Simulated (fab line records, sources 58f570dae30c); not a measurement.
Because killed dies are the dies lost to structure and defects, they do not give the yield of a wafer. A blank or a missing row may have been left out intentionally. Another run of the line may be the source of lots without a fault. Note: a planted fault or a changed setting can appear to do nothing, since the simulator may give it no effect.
A lot that was struck, set against a sound lot :: flow berkeley_cmos170 :: 16 steps out of a route of 331
Sound: wafers L635.1, L635.2, L635.5. Wafers L647.1, L647.3, L647.5 were the ones struck. The cause is given at the end.
Per side, at each step with rows, come the tool, then ch with its chambers, and then its first start. Under that, the readings that differ: sound wafers :: struck wafers :: difference of the means :: sigmas: that difference in standard deviations of wafers without a fault.
alike: words and numbers the same on both sides, and readings whose means are apart by under 2 such deviations; not compared: readings that were withheld, readings missing a value for some wafer, numbers with overlapping values and no deviation given by the record, and bounds like >300 which may hide the same value.
Wherever a step has rows on one side only, a row that says differs or no value, or a row with sigmas, the two part there. Non-overlapping numbers with no deviation appear without sigmas and do not part them. A reading missing from all wafers of one side parts the sides only when that side holds two or more wafers.

first, 1 step without rows for these wafers: UCB170_M2_SOFTBAKE_06 (time 60 s).
UCB170_M2_STRIP_07: strips in O2.
  sound on plasma_asher-01 ch 0,1, day 8 09:37; struck on plasma_asher-01 ch 1, day 11 05:57
reading: strip_time_to_endpoint_s (s)
sound: 22.02 22.00 22.00
struck: 21.90 21.83 21.84
difference: -0.15
sigmas: -2
  alike: chamber_pressure_mTorr, drypump_motor_current_A, oes_product_au
  not compared: rf_hours_counter_h
then, 7 steps without rows for these wafers: UCB170_M2_STRIP_08 (strips KrF in DMSO, time 600 s); UCB170_M2_COAT_09; UCB170_M2_COAT_10 (resist thk 900 nm); UCB170_M2_SOFTBAKE_11 (time 60 s); UCB170_M2_EXPOSE_12 (exposes mask METAL2, target cd 700 nm); UCB170_M2_PEB_13; UCB170_M2_DEVELOP_14 (develop time 45 s).
UCB170_M2_CD_MEAS_15: the cd target is 700 nm.
  sound on cd_sem-02 at day 8 11:16; struck on cd_sem-01 at day 11 07:30
  alike: cd_nm
UCB170_M2_OVL_MEAS_16:
  sound on overlay-01 at day 8 11:23; struck on overlay-02 at day 11 07:37
reading: M2_OVL (nm)
sound: -14 -6 -14
struck: 1 9 0
difference: +15
sigmas: +2
UCB170_M2_ETCH_17: etches BARC in N2/H2.
  sound on rie_diel-01 ch 1,2, day 8 11:25; struck on rie_diel-03 ch 1,2,3, day 11 07:40
  alike: bias_w, chamber_pressure_mTorr, drypump_motor_current_A, n2_flow_sccm, oes_product_au, throttle_valve_pct
UCB170_M2_METAL_ETCH_18: etches Al in Cl2/BCl3, stops on SiO2, target depth 1170 nm, time 201.3 s.
  sound on rie_metal-04 ch 0,1, day 8 11:28; struck on rie_metal-03 ch 0, day 11 07:42
reading: bias_w (W)
sound: 119.29 120.12 120.01
struck: - - -
difference: no value on the struck wafers
sigmas: 

reading: oes_product_au (a.u.)
sound: 0.875 0.827 0.833
struck: 0.778 0.790 0.782
difference: -0.062
sigmas: -5

reading: model.KrF_of_M2_COAT_10.thk_nm (nm)
sound: 155.3 177.6 180.3
struck: 440.3 437.5 441.5
difference: +268.7
sigmas: 

reading: model.M2.feature_depth_nm (nm)
sound: 978.5 965.2 971.4
struck: 781.6 781.8 777.6
difference: -191.4
sigmas: 

reading: model.etch.depth_nm (nm)
sound: 917.5 906 912.3
struck: 781.6 781.8 777.6
difference: -131.6
sigmas: 
  alike: chamber_pressure_mTorr, drypump_motor_current_A, throttle_valve_pct
  not compared: rf_hours_counter_h
UCB170_M2_STRIP_19: strips in O2.
  sound on plasma_asher-03 ch 0,1, day 8 11:43; struck on plasma_asher-03 ch 0,1, day 11 07:53
reading: oes_product_au (a.u.)
sound: 0.482 0.515 0.516
struck: 0.720 0.723 0.719
difference: +0.216
sigmas: +17
  alike: chamber_pressure_mTorr, drypump_motor_current_A
  not compared: rf_hours_counter_h
UCB170_M2_CD_MEAS_90: the cd target is 700 nm.
  sound on cd_sem-01 at day 8 11:49; struck on cd_sem-01 at day 11 07:59
reading: cd_nm (nm)
sound: 700.2 695.5 696.0
struck: 715.8 715.8 716.1
difference: +18.7
sigmas: +7
UCB170_V2_CVD_00: deposits SiO2 from TEOS/O2, target thk 2000 nm, time 250 s.
  the record has rows for the sound wafers here (pecvd-04 ch 0,1,2, day 8 11:56) and none for the struck ones

## WHERE THEY PART
First at UCB170_M2_STRIP_07; last, within this record, at UCB170_V2_CVD_00.

WHY: what the simulator had put in
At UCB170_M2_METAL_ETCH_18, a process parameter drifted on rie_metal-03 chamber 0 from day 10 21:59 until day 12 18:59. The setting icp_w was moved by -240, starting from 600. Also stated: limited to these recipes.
